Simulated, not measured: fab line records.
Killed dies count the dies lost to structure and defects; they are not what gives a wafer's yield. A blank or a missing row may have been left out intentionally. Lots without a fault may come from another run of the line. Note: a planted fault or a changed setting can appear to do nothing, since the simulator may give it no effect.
fab line records / flow ritCmos / part 2 of 2: steps 42 to 44 of 44
[record] lots = 7 wafers = 21 lastDay = 7
route steps=202 shown GATE@89 REOX@98 NLDD@103 PLDD@114 SPACER@125 SDANNEAL@155 M1@202
lots that met no fault: from a run of the same line without faults
startH: hours from the record's first day to the start of the lot's first wafer shown / waitH: how many hours have passed since the lot's step before this one / " the same as in the row above / L1.1+2: one row covering several wafers at once / - no value present, or no start provided / * or withheld: withheld / < > ~ a bound
route shown NAME@n: a module of which the file shows steps, and the number in the route of the first / usual: mean and standard deviation over wafers with no fault / same: alike in all rows / chamber/n: place in a boat / sites: per-site readings / _std_site: the values' standard deviation / _edge_site: the outer-site mean with the inner-site mean subtracted / radiusMm: how far each site lies from the wafer's centre / mask NAME#n: copy n / behind: the tool/chamber that last shaped the wafer / hold: what put the lot on hold/how long, in hours/how the hold closed / device: which transistor (n, p or np) failed to switch / end of line: the same wafers' tests at the end of the route / step lacking rows: just its recipe / killed: the dies lost at the first sort to structure and to defects; this is not the yield of the wafer / map: the dies of a wafer, with x for killed, . for not killed, _ for no die there
set.NAME: the setting that was run; set.NAME@STEP: the one run at that earlier step / model.NAME: the simulator's own value behind a step, which no gauge read
certain route steps with their lots: each step a table, each wafer a row
services: a tool's chamber out of use, with start hour (startH, from the record's first day; less than 0 if before it), hours out, and reason
[[steps]]
[step RIT_SPACER_ETCHBACK_05]
[recipe] targetDepthA = 2500 SF6_flow_sccm = 30 CHF3_flow_sccm = 30 target = Si3N4 chemistry = SF6/CHF3 pressureMtorr = 40 rfW = 250 timeS = 240 stopOn = SiO2
[usual] SF6_flow_sccm = 29.99/0.078 drypumpMotorCurrentA = 5.8/0.68 oesProductAu = 0.840/0.015 rfFwdPowerW = 249.3/0.73 throttleValvePct = 10.23/0.13
[same] timeS = 240
lot.wafer=L719.2 tool=rieDiel-01 chamber=3 startH=62.53 waitH=0.0 SF6_flow_sccm=29.99 drypumpMotorCurrentA=6.4 oesProductAu=0.880 rfFwdPowerW=247.9 rfHoursCounterH=23 throttleValvePct=10.16
lot.wafer=L719.3 tool=rieDiel-01 chamber=0 startH=62.53 waitH=0.0 SF6_flow_sccm=29.92 drypumpMotorCurrentA=5.2 oesProductAu=0.872 rfFwdPowerW=250.0 rfHoursCounterH=158 throttleValvePct=10.09
lot.wafer=L719.4 tool=rieDiel-01 chamber=2 startH=62.53 waitH=0.0 SF6_flow_sccm=29.88 drypumpMotorCurrentA=5.2 oesProductAu=0.830 rfFwdPowerW=248.6 rfHoursCounterH=18 throttleValvePct=10.32
lot.wafer=L721.3 tool=rieDiel-04 chamber=2 startH=71.72 waitH=0.0 SF6_flow_sccm=29.98 drypumpMotorCurrentA=5.3 oesProductAu=0.838 rfFwdPowerW=249.7 rfHoursCounterH=105 throttleValvePct=10.46
lot.wafer=L721.5 tool=rieDiel-04 chamber=1 startH=71.72 waitH=0.0 SF6_flow_sccm=30.01 drypumpMotorCurrentA=4.7 oesProductAu=0.827 rfFwdPowerW=248.7 rfHoursCounterH=- throttleValvePct=10.30
lot.wafer=L721.6 tool=rieDiel-04 chamber=0 startH=71.72 waitH=0.0 SF6_flow_sccm=29.99 drypumpMotorCurrentA=6.2 oesProductAu=0.822 rfFwdPowerW=250.1 rfHoursCounterH=- throttleValvePct=10.20
lot.wafer=L722.1 tool=rieDiel-04 chamber=0 startH=78.04 waitH=0.1 SF6_flow_sccm=29.93 drypumpMotorCurrentA=6.3 oesProductAu=0.822 rfFwdPowerW=249.1 rfHoursCounterH=136 throttleValvePct=10.19
lot.wafer=L722.2 tool=rieDiel-04 chamber=2 startH=78.04 waitH=0.1 SF6_flow_sccm=29.99 drypumpMotorCurrentA=5.4 oesProductAu=0.844 rfFwdPowerW=248.2 rfHoursCounterH=105 throttleValvePct=10.45
lot.wafer=L722.5 tool=rieDiel-04 chamber=2 startH=78.04 waitH=0.1 SF6_flow_sccm=29.99 drypumpMotorCurrentA=5.4 oesProductAu=0.837 rfFwdPowerW=249.5 rfHoursCounterH=- throttleValvePct=10.45
lot.wafer=L723.3 tool=rieDiel-04 chamber=2 startH=86.09 waitH=0.0 SF6_flow_sccm=30.02 drypumpMotorCurrentA=5.3 oesProductAu=0.834 rfFwdPowerW=249.9 rfHoursCounterH=105 throttleValvePct=10.47
lot.wafer=L723.4 tool=rieDiel-04 chamber=1 startH=86.09 waitH=0.0 SF6_flow_sccm=29.99 drypumpMotorCurrentA=4.7 oesProductAu=0.834 rfFwdPowerW=249.8 rfHoursCounterH=72 throttleValvePct=10.30
lot.wafer=L723.6 tool=rieDiel-04 chamber=1 startH=86.09 waitH=0.0 SF6_flow_sccm=30.06 drypumpMotorCurrentA=4.7 oesProductAu=0.839 rfFwdPowerW=249.9 rfHoursCounterH=- throttleValvePct=10.30
lot.wafer=L732.3 tool=rieDiel-04 chamber=3 startH=131.58 waitH=0.0 SF6_flow_sccm=29.98 drypumpMotorCurrentA=6.4 oesProductAu=0.816 rfFwdPowerW=249.6 rfHoursCounterH=4 throttleValvePct=9.94
lot.wafer=L732.4 tool=rieDiel-04 chamber=0 startH=131.58 waitH=0.0 SF6_flow_sccm=30.08 drypumpMotorCurrentA=6.3 oesProductAu=0.822 rfFwdPowerW=249.3 rfHoursCounterH=136 throttleValvePct=10.20
lot.wafer=L732.6 tool=rieDiel-04 chamber=0 startH=131.58 waitH=0.0 SF6_flow_sccm=30.05 drypumpMotorCurrentA=6.2 oesProductAu=0.816 rfFwdPowerW=249.0 rfHoursCounterH=- throttleValvePct=10.19
lot.wafer=L733.1 tool=rieDiel-01 chamber=0 startH=135.22 waitH=0.1 SF6_flow_sccm=30.01 drypumpMotorCurrentA=5.2 oesProductAu=0.842 rfFwdPowerW=249.6 rfHoursCounterH=0 throttleValvePct=10.11
lot.wafer=L733.4 tool=rieDiel-01 chamber=2 startH=135.22 waitH=0.1 SF6_flow_sccm=30.00 drypumpMotorCurrentA=5.2 oesProductAu=0.821 rfFwdPowerW=248.8 rfHoursCounterH=19 throttleValvePct=10.32
lot.wafer=L733.6 tool=rieDiel-01 chamber=3 startH=135.22 waitH=0.1 SF6_flow_sccm=30.08 drypumpMotorCurrentA=6.4 oesProductAu=0.874 rfFwdPowerW=249.6 rfHoursCounterH=- throttleValvePct=10.14
lot.wafer=L739.2 tool=rieDiel-02 chamber=1 startH=162.84 waitH=0.0 SF6_flow_sccm=29.98 drypumpMotorCurrentA=4.9 oesProductAu=0.837 rfFwdPowerW=248.3 rfHoursCounterH=15 throttleValvePct=10.33
lot.wafer=L739.3 tool=rieDiel-02 chamber=0 startH=162.84 waitH=0.0 SF6_flow_sccm=30.08 drypumpMotorCurrentA=6.5 oesProductAu=0.827 rfFwdPowerW=249.3 rfHoursCounterH=37 throttleValvePct=10.09
lot.wafer=L739.4 tool=rieDiel-02 chamber=2 startH=162.84 waitH=0.0 SF6_flow_sccm=30.08 drypumpMotorCurrentA=5.7 oesProductAu=0.841 rfFwdPowerW=246.8 rfHoursCounterH=6 throttleValvePct=10.34
[step RIT_SDANNEAL_CLEAN_02]
[recipe] chemistry = SC2 mix = 3:3:50 timeS = 600 tempC = 75 dry = n2Spin
[same] timeS = 600
lot.wafer=L719.2 tool=wetBench-01 chamber=3 startH=65.84 waitH=0.0 model.poly-Si_of_GATE_CVD_08.thkNm=161.2
lot.wafer=L719.3 tool=wetBench-01 chamber=3 startH=65.84 waitH=0.0 model.poly-Si_of_GATE_CVD_08.thkNm=158.8
lot.wafer=L719.4 tool=wetBench-01 chamber=3 startH=65.84 waitH=0.0 model.poly-Si_of_GATE_CVD_08.thkNm=161.6
lot.wafer=L721.3 tool=wetBench-02 chamber=0 startH=75.03 waitH=0.0 model.poly-Si_of_GATE_CVD_08.thkNm=165.9
lot.wafer=L721.5 tool=wetBench-02 chamber=0 startH=75.03 waitH=0.0 model.poly-Si_of_GATE_CVD_08.thkNm=166.8
lot.wafer=L721.6 tool=wetBench-02 chamber=0 startH=75.03 waitH=0.0 model.poly-Si_of_GATE_CVD_08.thkNm=166.3
lot.wafer=L722.1 tool=wetBench-02 chamber=1 startH=81.30 waitH=0.0 model.poly-Si_of_GATE_CVD_08.thkNm=173.2
lot.wafer=L722.2 tool=wetBench-02 chamber=1 startH=81.30 waitH=0.0 model.poly-Si_of_GATE_CVD_08.thkNm=168.9
lot.wafer=L722.5 tool=wetBench-02 chamber=1 startH=81.30 waitH=0.0 model.poly-Si_of_GATE_CVD_08.thkNm=170.3
lot.wafer=L723.3 tool=wetBench-04 chamber=2 startH=89.78 waitH=0.0 model.poly-Si_of_GATE_CVD_08.thkNm=165.8
lot.wafer=L723.4 tool=wetBench-04 chamber=2 startH=89.78 waitH=0.0 model.poly-Si_of_GATE_CVD_08.thkNm=164.9
lot.wafer=L723.6 tool=wetBench-04 chamber=2 startH=89.78 waitH=0.0 model.poly-Si_of_GATE_CVD_08.thkNm=167
lot.wafer=L732.3 tool=wetBench-01 chamber=2 startH=135.07 waitH=0.0 model.poly-Si_of_GATE_CVD_08.thkNm=161.9
lot.wafer=L732.4 tool=wetBench-01 chamber=2 startH=135.07 waitH=0.0 model.poly-Si_of_GATE_CVD_08.thkNm=161
lot.wafer=L732.6 tool=wetBench-01 chamber=2 startH=135.07 waitH=0.0 model.poly-Si_of_GATE_CVD_08.thkNm=161.5
lot.wafer=L733.1 tool=wetBench-02 chamber=3 startH=138.60 waitH=0.0 model.poly-Si_of_GATE_CVD_08.thkNm=164.4
lot.wafer=L733.4 tool=wetBench-02 chamber=3 startH=138.60 waitH=0.0 model.poly-Si_of_GATE_CVD_08.thkNm=161.1
lot.wafer=L733.6 tool=wetBench-02 chamber=3 startH=138.60 waitH=0.0 model.poly-Si_of_GATE_CVD_08.thkNm=159
lot.wafer=L739.2 tool=wetBench-01 chamber=2 startH=166.31 waitH=0.0 model.poly-Si_of_GATE_CVD_08.thkNm=161.9
lot.wafer=L739.3 tool=wetBench-01 chamber=2 startH=166.31 waitH=0.0 model.poly-Si_of_GATE_CVD_08.thkNm=160.3
lot.wafer=L739.4 tool=wetBench-01 chamber=2 startH=166.31 waitH=0.0 model.poly-Si_of_GATE_CVD_08.thkNm=161.5
[step RIT_M1_PROBE_99]
[usual] killed_at_M0_to_M3 = 0.1/0.34 killedAtContacts = 0.1/0.26 killedAtFrontEnd = 7/3.1 killedDies = 7/3.1 killedOpen = 3.5/1.9 killedShort = 3.4/2.1
[same] grossDies = 264 killed_at_M4_up = 0 killedAtBackSide = 0 killedAtOther = 0
lot.wafer=L719.2 tool=prober-01 chamber=- startH=74.32 waitH=0.1 killed_at_M0_to_M3=0 killedAtContacts=0 killedAtFrontEnd=7 killedDies=7 killedOpen=6 killedShort=1 model.etest.pmosTurned.rOnOhmUm=3562 model.etest.pmos_0p3.rOnOhmUm=6345 model.etest.pmos_0p15.rOnOhmUm=2856 model.etest.pldd.rsOhmSq=529.3 model.etest.nldd.rsOhmSq=379.4 model.etest.nmos_0p15.rOnOhmUm=1181 model.etest.nmos_0p3.rOnOhmUm=2218 model.etest.nmosTurned.driveUaUm=304
lot.wafer=L719.3 tool=prober-01 chamber=- startH=74.37 waitH=0.2 killed_at_M0_to_M3=0 killedAtContacts=0 killedAtFrontEnd=1 killedDies=1 killedOpen=1 killedShort=0 model.etest.pmosTurned.rOnOhmUm=3456 model.etest.pmos_0p3.rOnOhmUm=6224 model.etest.pmos_0p15.rOnOhmUm=2772 model.etest.pldd.rsOhmSq=509.8 model.etest.nldd.rsOhmSq=373.4 model.etest.nmos_0p15.rOnOhmUm=1149 model.etest.nmos_0p3.rOnOhmUm=2169 model.etest.nmosTurned.driveUaUm=319.1
lot.wafer=L719.4 tool=prober-01 chamber=- startH=74.42 waitH=0.2 killed_at_M0_to_M3=0 killedAtContacts=0 killedAtFrontEnd=8 killedDies=8 killedOpen=5 killedShort=3 model.etest.pmosTurned.rOnOhmUm=3486 model.etest.pmos_0p3.rOnOhmUm=6259 model.etest.pmos_0p15.rOnOhmUm=2780 model.etest.pldd.rsOhmSq=515 model.etest.nldd.rsOhmSq=368 model.etest.nmos_0p15.rOnOhmUm=1141 model.etest.nmos_0p3.rOnOhmUm=2181 model.etest.nmosTurned.driveUaUm=313.5
lot.wafer=L721.3 tool=prober-01 chamber=- startH=83.77 waitH=0.2 killed_at_M0_to_M3=0 killedAtContacts=0 killedAtFrontEnd=11 killedDies=11 killedOpen=5 killedShort=6 model.etest.pmosTurned.rOnOhmUm=2594 model.etest.pmos_0p3.rOnOhmUm=5615 model.etest.pmos_0p15.rOnOhmUm=2198 model.etest.pldd.rsOhmSq=244.6 model.etest.nldd.rsOhmSq=247.9 model.etest.nmos_0p15.rOnOhmUm=1053 model.etest.nmos_0p3.rOnOhmUm=2084 model.etest.nmosTurned.driveUaUm=419
lot.wafer=L721.5 tool=prober-01 chamber=- startH=83.87 waitH=0.2 killed_at_M0_to_M3=0 killedAtContacts=0 killedAtFrontEnd=3 killedDies=3 killedOpen=1 killedShort=2 model.etest.pmosTurned.rOnOhmUm=2490 model.etest.pmos_0p3.rOnOhmUm=5534 model.etest.pmos_0p15.rOnOhmUm=2094 model.etest.pldd.rsOhmSq=242.6 model.etest.nldd.rsOhmSq=246.5 model.etest.nmos_0p15.rOnOhmUm=993.3 model.etest.nmos_0p3.rOnOhmUm=2029 model.etest.nmosTurned.driveUaUm=435
lot.wafer=L721.6 tool=prober-01 chamber=- startH=83.92 waitH=0.2 killed_at_M0_to_M3=0 killedAtContacts=0 killedAtFrontEnd=6 killedDies=6 killedOpen=3 killedShort=3 model.etest.pmosTurned.rOnOhmUm=2568 model.etest.pmos_0p3.rOnOhmUm=5581 model.etest.pmos_0p15.rOnOhmUm=2180 model.etest.pldd.rsOhmSq=246.2 model.etest.nldd.rsOhmSq=249.3 model.etest.nmos_0p15.rOnOhmUm=992.4 model.etest.nmos_0p3.rOnOhmUm=2044 model.etest.nmosTurned.driveUaUm=424.7
lot.wafer=L722.1 tool=prober-02 chamber=- startH=89.10 waitH=0.1 killed_at_M0_to_M3=0 killedAtContacts=0 killedAtFrontEnd=11 killedDies=11 killedOpen=8 killedShort=3 model.etest.pmosTurned.rOnOhmUm=2647 model.etest.pmos_0p3.rOnOhmUm=5753 model.etest.pmos_0p15.rOnOhmUm=2243 model.etest.pldd.rsOhmSq=263.2 model.etest.nldd.rsOhmSq=256.9 model.etest.nmos_0p15.rOnOhmUm=1014 model.etest.nmos_0p3.rOnOhmUm=2080 model.etest.nmosTurned.driveUaUm=405.1
lot.wafer=L722.2 tool=prober-02 chamber=- startH=89.15 waitH=0.1 killed_at_M0_to_M3=0 killedAtContacts=0 killedAtFrontEnd=6 killedDies=6 killedOpen=2 killedShort=4 model.etest.pmosTurned.rOnOhmUm=2717 model.etest.pmos_0p3.rOnOhmUm=5696 model.etest.pmos_0p15.rOnOhmUm=2306 model.etest.pldd.rsOhmSq=255.7 model.etest.nldd.rsOhmSq=251.9 model.etest.nmos_0p15.rOnOhmUm=1070 model.etest.nmos_0p3.rOnOhmUm=2102 model.etest.nmosTurned.driveUaUm=404
lot.wafer=L722.5 tool=prober-02 chamber=- startH=89.30 waitH=0.2 killed_at_M0_to_M3=0 killedAtContacts=0 killedAtFrontEnd=6 killedDies=6 killedOpen=3 killedShort=3 model.etest.pmosTurned.rOnOhmUm=2796 model.etest.pmos_0p3.rOnOhmUm=5917 model.etest.pmos_0p15.rOnOhmUm=2378 model.etest.pldd.rsOhmSq=258.9 model.etest.nldd.rsOhmSq=254.5 model.etest.nmos_0p15.rOnOhmUm=1090 model.etest.nmos_0p3.rOnOhmUm=2157 model.etest.nmosTurned.driveUaUm=388.7
lot.wafer=L723.3 tool=prober-01 chamber=- startH=98.95 waitH=0.2 killed_at_M0_to_M3=0 killedAtContacts=0 killedAtFrontEnd=5 killedDies=5 killedOpen=2 killedShort=3 model.etest.pmosTurned.rOnOhmUm=2583 model.etest.pmos_0p3.rOnOhmUm=5654 model.etest.pmos_0p15.rOnOhmUm=2178 model.etest.pldd.rsOhmSq=250.4 model.etest.nldd.rsOhmSq=249.8 model.etest.nmos_0p15.rOnOhmUm=1030 model.etest.nmos_0p3.rOnOhmUm=2083 model.etest.nmosTurned.driveUaUm=426.5
lot.wafer=L723.4 tool=prober-01 chamber=- startH=99.00 waitH=0.2 killed_at_M0_to_M3=0 killedAtContacts=0 killedAtFrontEnd=5 killedDies=5 killedOpen=2 killedShort=3 model.etest.pmosTurned.rOnOhmUm=2628 model.etest.pmos_0p3.rOnOhmUm=5744 model.etest.pmos_0p15.rOnOhmUm=2238 model.etest.pldd.rsOhmSq=252.1 model.etest.nldd.rsOhmSq=252.2 model.etest.nmos_0p15.rOnOhmUm=1036 model.etest.nmos_0p3.rOnOhmUm=2093 model.etest.nmosTurned.driveUaUm=412.8
lot.wafer=L723.6 tool=prober-01 chamber=- startH=99.10 waitH=0.2 killed_at_M0_to_M3=0 killedAtContacts=0 killedAtFrontEnd=14 killedDies=14 killedOpen=5 killedShort=9 model.etest.pmosTurned.rOnOhmUm=2539 model.etest.pmos_0p3.rOnOhmUm=5597 model.etest.pmos_0p15.rOnOhmUm=2122 model.etest.pldd.rsOhmSq=249.7 model.etest.nldd.rsOhmSq=251.2 model.etest.nmos_0p15.rOnOhmUm=1010 model.etest.nmos_0p3.rOnOhmUm=2056 model.etest.nmosTurned.driveUaUm=423.2
lot.wafer=L732.3 tool=prober-02 chamber=- startH=142.99 waitH=0.2 killed_at_M0_to_M3=0 killedAtContacts=0 killedAtFrontEnd=6 killedDies=6 killedOpen=2 killedShort=4 model.etest.pmosTurned.rOnOhmUm=3417 model.etest.pmos_0p3.rOnOhmUm=6343 model.etest.pmos_0p15.rOnOhmUm=2793 model.etest.pldd.rsOhmSq=473.8 model.etest.nldd.rsOhmSq=375.2 model.etest.nmos_0p15.rOnOhmUm=1128 model.etest.nmos_0p3.rOnOhmUm=2165 model.etest.nmosTurned.driveUaUm=328.9
lot.wafer=L732.4 tool=prober-02 chamber=- startH=143.04 waitH=0.2 killed_at_M0_to_M3=0 killedAtContacts=0 killedAtFrontEnd=9 killedDies=9 killedOpen=2 killedShort=7 model.etest.pmosTurned.rOnOhmUm=3369 model.etest.pmos_0p3.rOnOhmUm=6268 model.etest.pmos_0p15.rOnOhmUm=2727 model.etest.pldd.rsOhmSq=488.6 model.etest.nldd.rsOhmSq=384.4 model.etest.nmos_0p15.rOnOhmUm=1116 model.etest.nmos_0p3.rOnOhmUm=2130 model.etest.nmosTurned.driveUaUm=325.7
lot.wafer=L732.6 tool=prober-02 chamber=- startH=143.14 waitH=0.2 killed_at_M0_to_M3=0 killedAtContacts=1 killedAtFrontEnd=10 killedDies=11 killedOpen=6 killedShort=5 model.etest.pmosTurned.rOnOhmUm=3361 model.etest.pmos_0p3.rOnOhmUm=6366 model.etest.pmos_0p15.rOnOhmUm=2721 model.etest.pldd.rsOhmSq=464.7 model.etest.nldd.rsOhmSq=373.8 model.etest.nmos_0p15.rOnOhmUm=1111 model.etest.nmos_0p3.rOnOhmUm=2164 model.etest.nmosTurned.driveUaUm=333.7
lot.wafer=L733.1 tool=prober-01 chamber=- startH=146.60 waitH=0.1 killed_at_M0_to_M3=0 killedAtContacts=0 killedAtFrontEnd=8 killedDies=8 killedOpen=5 killedShort=3 model.etest.pmosTurned.rOnOhmUm=3395 model.etest.pmos_0p3.rOnOhmUm=6185 model.etest.pmos_0p15.rOnOhmUm=2737 model.etest.pldd.rsOhmSq=481.9 model.etest.nldd.rsOhmSq=371.4 model.etest.nmos_0p15.rOnOhmUm=1107 model.etest.nmos_0p3.rOnOhmUm=2105 model.etest.nmosTurned.driveUaUm=336
lot.wafer=L733.4 tool=prober-01 chamber=- startH=146.75 waitH=0.2 killed_at_M0_to_M3=0 killedAtContacts=0 killedAtFrontEnd=4 killedDies=4 killedOpen=4 killedShort=0 model.etest.pmosTurned.rOnOhmUm=3380 model.etest.pmos_0p3.rOnOhmUm=6064 model.etest.pmos_0p15.rOnOhmUm=2745 model.etest.pldd.rsOhmSq=508 model.etest.nldd.rsOhmSq=379 model.etest.nmos_0p15.rOnOhmUm=1137 model.etest.nmos_0p3.rOnOhmUm=2098 model.etest.nmosTurned.driveUaUm=330.5
lot.wafer=L733.6 tool=prober-01 chamber=- startH=146.85 waitH=0.2 killed_at_M0_to_M3=0 killedAtContacts=0 killedAtFrontEnd=9 killedDies=9 killedOpen=2 killedShort=7 model.etest.pmosTurned.rOnOhmUm=3351 model.etest.pmos_0p3.rOnOhmUm=6041 model.etest.pmos_0p15.rOnOhmUm=2676 model.etest.pldd.rsOhmSq=503.1 model.etest.nldd.rsOhmSq=379.4 model.etest.nmos_0p15.rOnOhmUm=1148 model.etest.nmos_0p3.rOnOhmUm=2087 model.etest.nmosTurned.driveUaUm=337.1
lot.wafer=L739.2 tool=prober-01 chamber=- startH=174.30 waitH=0.1 killed_at_M0_to_M3=0 killedAtContacts=0 killedAtFrontEnd=4 killedDies=4 killedOpen=3 killedShort=1 model.etest.pmosTurned.rOnOhmUm=3468 model.etest.pmos_0p3.rOnOhmUm=6376 model.etest.pmos_0p15.rOnOhmUm=2778 model.etest.pldd.rsOhmSq=523.8 model.etest.nldd.rsOhmSq=396 model.etest.nmos_0p15.rOnOhmUm=1141 model.etest.nmos_0p3.rOnOhmUm=2156 model.etest.nmosTurned.driveUaUm=315.2
lot.wafer=L739.3 tool=prober-01 chamber=- startH=174.35 waitH=0.2 killed_at_M0_to_M3=1 killedAtContacts=0 killedAtFrontEnd=9 killedDies=10 killedOpen=3 killedShort=7 model.etest.pmosTurned.rOnOhmUm=3517 model.etest.pmos_0p3.rOnOhmUm=6419 model.etest.pmos_0p15.rOnOhmUm=2848 model.etest.pldd.rsOhmSq=521.6 model.etest.nldd.rsOhmSq=397 model.etest.nmos_0p15.rOnOhmUm=1176 model.etest.nmos_0p3.rOnOhmUm=2201 model.etest.nmosTurned.driveUaUm=314.8
lot.wafer=L739.4 tool=prober-01 chamber=- startH=174.40 waitH=0.2 killed_at_M0_to_M3=0 killedAtContacts=0 killedAtFrontEnd=4 killedDies=4 killedOpen=0 killedShort=4 model.etest.pmosTurned.rOnOhmUm=3509 model.etest.pmos_0p3.rOnOhmUm=6394 model.etest.pmos_0p15.rOnOhmUm=2821 model.etest.pldd.rsOhmSq=527.8 model.etest.nldd.rsOhmSq=399.3 model.etest.nmos_0p15.rOnOhmUm=1164 model.etest.nmos_0p3.rOnOhmUm=2185 model.etest.nmosTurned.driveUaUm=309.8
// killed by level:class
L719.2 GATE:geometricParticle:open=3 SILICIDE:geometricParticle:open=3 GATE:geometricParticle:short=1
L719.3 GATE:geometricParticle:open=1
L719.4 GATE:geometricParticle:short=3 GATE:geometricParticle:open=2 REOX:geometricParticle:open=2 SPACER:geometricParticle:open=1
L721.3 GATE:geometricParticle:short=4 FOX1:geometricParticle:open=2 FOX2:geometricParticle:open=1 GATE:geometricParticle:open=1 SPACER:geometricParticle:short=1 SPACER:geometricParticle:open=1 SILICIDE:geometricParticle:short=1
L721.5 GATE:geometricParticle:short=2 FOX1:geometricParticle:open=1
L721.6 FOX2:geometricParticle:open=2 GATE:geometricParticle:short=1 REOX:geometricParticle:short=1 REOX:geometricParticle:open=1 SPACER:geometricParticle:short=1
L722.1 GATE:geometricParticle:open=5 FOX1:geometricParticle:open=2 REOX:geometricParticle:short=2 FOX1:geometricParticle:short=1 REOX:geometricParticle:open=1
L722.2 REOX:geometricParticle:short=2 FOX1:geometricParticle:short=1 GATE:geometricParticle:short=1 REOX:geometricParticle:open=1 SILICIDE:geometricParticle:open=1
L722.5 REOX:geometricParticle:short=2 FOX1:geometricParticle:open=1 FOX2:geometricParticle:open=1 GATE:geometricParticle:open=1 GATE:geometricParticle:short=1
L723.3 SPACER:geometricParticle:short=2 FOX2:geometricParticle:short=1 GATE:geometricParticle:open=1 SILICIDE:geometricParticle:open=1
L723.4 SILICIDE:geometricParticle:short=2 FOX2:geometricParticle:short=1 REOX:geometricParticle:open=1 SILICIDE:geometricParticle:open=1
L723.6 GATE:geometricParticle:short=3 FOX2:geometricParticle:short=2 GATE:geometricParticle:open=2 SILICIDE:geometricParticle:short=2 FOX1:geometricParticle:open=1 REOX:geometricParticle:short=1 SPACER:geometricParticle:open=1 SPACER:geometricParticle:short=1
L732.3 GATE:geometricParticle:short=2 GATE:geometricParticle:open=1 REOX:geometricParticle:short=1 REOX:geometricParticle:open=1 SILICIDE:geometricParticle:short=1
L732.4 REOX:geometricParticle:short=4 GATE:geometricParticle:short=3 SILICIDE:geometricParticle:open=2
L732.6 GATE:geometricParticle:short=4 GATE:geometricParticle:open=4 FOX1:geometricParticle:short=1 FOX1:geometricParticle:open=1 CONTACT:geometricParticle:open=1
L733.1 GATE:geometricParticle:open=2 REOX:geometricParticle:short=2 ACTIVE:geometricParticle:open=1 GATE:geometricParticle:short=1 SPACER:geometricParticle:open=1 SILICIDE:geometricParticle:open=1
L733.4 GATE:geometricParticle:open=3 SPACER:geometricParticle:open=1
L733.6 SPACER:geometricParticle:short=3 GATE:geometricParticle:short=2 GATE:geometricParticle:open=1 REOX:geometricParticle:short=1 SILICIDE:geometricParticle:open=1 SILICIDE:geometricParticle:short=1
L739.2 GATE:geometricParticle:open=2 GATE:geometricParticle:short=1 SILICIDE:geometricParticle:open=1
L739.3 GATE:geometricParticle:short=6 FOX2:geometricParticle:open=1 GATE:geometricParticle:open=1 REOX:geometricParticle:open=1 M1:geometricParticle:short=1
L739.4 FOX1:geometricParticle:short=1 GATE:geometricParticle:short=1 SPACER:geometricParticle:short=1 SILICIDE:geometricParticle:short=1
[[services]]
tool=plasmaAsher-02 chamber=- startH=38.91 hours=14.6 kind=pm
tool=rieDiel-01 chamber=- startH=39.73 hours=0.3 kind=repair
tool=plasmaAsher-01 chamber=- startH=59.59 hours=11.9 kind=repair
tool=furnace-03 chamber=- startH=62.05 hours=5.0 kind=pm
tool=rieDiel-02 chamber=- startH=72.63 hours=2.8 kind=pm
tool=wetBench-01 chamber=- startH=74.24 hours=1.2 kind=repair
tool=rieDiel-04 chamber=- startH=75.68 hours=0.6 kind=repair
tool=rieSi-02 chamber=0 startH=80.78 hours=2.1 kind=repair
tool=rieSi-01 chamber=2 startH=81.52 hours=6.8 kind=repair
tool=rieDiel-04 chamber=1 startH=97.35 hours=7.6 kind=repair
tool=furnace-03 chamber=- startH=98.44 hours=2.9 kind=pm
tool=rieDiel-04 chamber=0 startH=101.10 hours=4.5 kind=repair
tool=plasmaAsher-04 chamber=- startH=101.70 hours=3.8 kind=repair
tool=rieDiel-01 chamber=0 startH=106.33 hours=- kind=clean
tool=rieDiel-01 chamber=0 startH=106.33 hours=22.8 kind=scheduledDown
tool=rieDiel-01 chamber=0 startH=106.33 hours=22.8 kind=ventCycle
tool=plasmaAsher-04 chamber=- startH=108.75 hours=9.0 kind=pm
tool=rieDiel-04 chamber=3 startH=109.76 hours=2.6 kind=repair
tool=rieSi-01 chamber=0 startH=110.61 hours=3.7 kind=repair
tool=rieDiel-04 chamber=0 startH=121.56 hours=1.8 kind=repair
tool=rieSi-01 chamber=- startH=145.90 hours=2.8 kind=pm
tool=rieDiel-02 chamber=- startH=146.66 hours=1.0 kind=repair
tool=rieSi-02 chamber=- startH=156.43 hours=2.8 kind=pm
tool=plasmaAsher-03 chamber=- startH=160.65 hours=8.0 kind=repair
[[key]]
[firstSign] step = RIT_REOX_OXIDATION_03 reading = oxTimeS direction = down sigmas = 99+ usual = * struck = *
[effect] step = RIT_REOX_THK_MEAS_04 reading = REOX_OXIDE_THK direction = down sigmas = 22 usual = 25.3 struck = 15.0
[modelEffect] step = RIT_REOX_OXIDATION_03 value = SiO2_of_REOX_OXIDATION_03.thkNm without = 25.31 struck = 14.96
[modelEffect] step = RIT_SPACER_CLEAN_00 value = SiO2_of_REOX_OXIDATION_03.thkNm without = 23.36 struck = 13.8
[modelEffect] step = RIT_SDANNEAL_CLEAN_02 value = poly-Si_of_GATE_CVD_08.thkNm without = 162.5 struck = 167.7
[modelEffect] step = RIT_M1_PROBE_99 value = etest.pmosTurned.rOnOhmUm without = 3375 struck = 2618
metAt RIT_REOX_OXIDATION_03
struckWafers L721.3,L721.5,L721.6,L722.1,L722.2,L722.5,L723.3,L723.4,L723.6
testerLeftOut L721,L722,L723
[fault] kind = processParameterDrift tool = furnace-01 chamber = - onsetH = 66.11 steps = RIT_REOX_OXIDATION_03 channel = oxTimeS offset = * shape = step endH = 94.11 actsIn = * stated = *
// testerLeftOut: of these lots the tester's yield and bins aren't shown, on N5 and GAA mostly nor the transistor test; their killed dies are dies lost to structure and defects alone, not to doping, threshold or leakage, so they don't give the yield
